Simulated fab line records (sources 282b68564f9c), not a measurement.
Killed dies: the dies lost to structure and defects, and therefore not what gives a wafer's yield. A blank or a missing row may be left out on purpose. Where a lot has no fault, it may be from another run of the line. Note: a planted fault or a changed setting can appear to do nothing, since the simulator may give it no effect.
Comparing a struck lot with a sound one -- flow rit cmos -- 2 steps out of a route of 202
Sound: wafers L149.2, L149.5, L149.6. Wafers struck: L154.1, L154.5, L154.6. The cause is given at the end.
Each step with rows lists, per side, the tool, then ch with its chambers, then its first start. Under that, the readings that differ: sound wafers -- struck wafers -- difference of the means -- sigmas: that difference in standard deviations of wafers without a fault.
alike: words and numbers the same on both sides, and readings whose means are apart by under 2 such deviations; not compared: readings that were withheld, readings missing a value for some wafer, numbers with overlapping values and no deviation given by the record, and bounds like >300 which may hide the same value.
Wherever a step has rows on one side only, a row that says differs or no value, or a row with sigmas, the two part there. Numbers that have no deviation but don't overlap get no sigmas and don't part them. Lack of a reading on every wafer of one side parts them only where that side has two or more wafers.

RIT_ACTIVE_BOW_MEAS_00:
  sound on film metro-02, day 3 02:01; struck on film metro-02, day 4 03:00
  alike: INCOMING_BOW
RIT_ACTIVE_OXIDATION_01: target thk 46.8 nm, ox time 3360 s.
  sound on furnace-01 ch 0, day 3 02:07; struck on furnace-02, day 4 03:07
  no value came back on the struck wafers for ox temp c (C), ox temp c max; on the sound wafers ox temp c (C) reads 999.9 999.1 999.8

WHERE THEY PART
At RIT_ACTIVE_OXIDATION_01 and nowhere else, as far as this record goes.

WHY: what had been put in by the simulator
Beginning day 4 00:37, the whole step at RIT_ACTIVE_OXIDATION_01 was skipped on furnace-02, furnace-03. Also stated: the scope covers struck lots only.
